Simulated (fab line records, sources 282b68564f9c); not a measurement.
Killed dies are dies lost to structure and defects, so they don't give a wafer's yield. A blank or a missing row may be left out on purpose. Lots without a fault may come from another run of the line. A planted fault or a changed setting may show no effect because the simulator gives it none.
A struck lot beside a sound one | flow rit_cmos | 17 steps out of a route of 202
Sound: wafers L997.1, L997.3, L997.4. Struck: wafers L105.1, L105.2, L105.4. The cause comes at the end.
At each step with rows: each side's tool, then ch and its chambers, then its first start. Under that, the readings that differ: sound wafers | struck wafers | difference of the means | sigmas: that difference in standard deviations of wafers without a fault.
alike: readings whose means differ by less than 2 such deviations, and words and numbers that are the same on both sides. not compared: withheld readings, readings that some wafer has no value for, bounds like >300 that may hide the same value, and numbers for which the record gives no deviation and whose values overlap.
The two part at a step that has a row with sigmas, a row that says differs or no value, or rows on one side only. Numbers that don't overlap but have no deviation are shown without sigmas and don't part them. A reading that every wafer of one side lacks parts them only if that side has two wafers or more.

RIT_PWELL_TW_MEAS_10:
  sound on film_metro-04, day 4 14:07; struck on film_metro-02, day 6 03:37
  alike: PWELL_TW
then, 1 step without rows for these wafers: RIT_WELLDRIVE_ANNEAL_00 (time 14700 s).
RIT_WELLDRIVE_RS_MEAS_01: measures by four-point-probe.
  sound on film_metro-03, day 4 21:04; struck on film_metro-03, day 6 08:45
  alike: NWELL_RS
RIT_WELLDRIVE_RS_MEAS_02: measures by four-point-probe.
  sound on film_metro-03, day 4 21:11; struck on film_metro-03, day 6 08:52
  alike: PWELL_RS
then, 6 steps without rows for these wafers: RIT_NRETRO_HMDS_00 (prime time 60 s); RIT_NRETRO_COAT_01 (resist thk 1300 nm); RIT_NRETRO_SOFTBAKE_02 (time 60 s); RIT_NRETRO_EXPOSE_03 (exposes mask M4, target cd 43900 nm); RIT_NRETRO_PEB_04; RIT_NRETRO_DEVELOP_05 (develop time 68 s).
RIT_NRETRO_OVL_MEAS_06:
  sound on overlay-01, day 4 22:11; struck on overlay-02, day 6 09:52
  alike: NRETRO_OVL
then, 1 step without rows for these wafers: RIT_NRETRO_HARDBAKE_07 (time 120 s).
RIT_NRETRO_IMPLANT_08:
  sound on implanter-01 ch 0, day 4 22:28; struck on implanter-04 ch 0, day 6 10:10
  reading            | sound                         | struck                          | difference  | sigmas
  dose_ions_cm2      | 9.988e+12 9.994e+12 9.985e+12 | 1.8752e+13 1.877e+13 1.8755e+13 | +8.7700e+12 | +99 or more
  faraday_current_uA | 32.1 32.1 31.6                | 60.0 57.8 59.6                  | +27.2       | +42
  alike: beam_energy_keV
RIT_NRETRO_STRIP_09: strips in O2, time 180 s.
  sound on plasma_asher-01 ch 0,1, day 4 22:37; struck on plasma_asher-01 ch 0,1, day 6 10:19
  alike: drypump_motor_current_A, o2_flow_sccm
  not compared: rf_hours_counter_h
RIT_NRETRO_TW_MEAS_10:
  sound on film_metro-01, day 4 22:47; struck on film_metro-01, day 6 10:29
  reading   | sound          | struck         | difference | sigmas
  NRETRO_TW | 1029 1033 1031 | 1252 1247 1251 | +219       | +22
then, 1 step without rows for these wafers: RIT_PRETRO_HMDS_00 (prime time 60 s).
RIT_M1_PROBE_99:
  sound on prober-02, day 6 03:42; struck on prober-02, day 7 15:55
  reading                                | sound             | struck            | difference | sigmas
  model.etest.pmos_0p3.r_on_ohm_um       | 6293 6447 6262    | 7516 7494 7396    | +1135      |
  model.etest.pmos_turned.r_on_ohm_um    | 3495 3554 3412    | 4589 4481 4399    | +1003      |
  model.etest.pmos_0p15.r_on_ohm_um      | 2840 2843 2738    | 3384 3333 3303    | +533       |
  model.etest.pmos_0p15.drive_ua_um      | 251.3 244.4 258.2 | 190.3 192.4 194.7 | -58.8      |
  model.etest.pmos_turned.drive_ua_um    | 187.1 178.9 190.5 | 116.7 119 122.9   | -66.0      |
  model.etest.pmos_narrow.drive_ua_um    | 100.2 97.8 101.5  | 73.6 72.53 72.81  | -26.9      |
  model.etest.pmos_0p3.drive_ua_um       | 100.7 96.56 101.3 | 75.3 75.56 74.92  | -24.3      |
  model.etest.well_edge_left.line_ohm_um | 183.2 181.2 182   | 169.2 168.3 168.6 | -13.4      |
  alike: killed_at_contacts, killed_at_front_end, killed_dies, killed_open, killed_short

WHERE THEY PART
First at RIT_NRETRO_IMPLANT_08; last, within this record, at RIT_NRETRO_TW_MEAS_10. Later steps at which nothing parts them and some readings are alike: RIT_M1_PROBE_99.

WHY: what the simulator had put in
Process parameter drift: implanter-04, from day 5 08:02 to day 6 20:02, at RIT_NRETRO_IMPLANT_08. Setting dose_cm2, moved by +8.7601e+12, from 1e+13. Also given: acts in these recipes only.
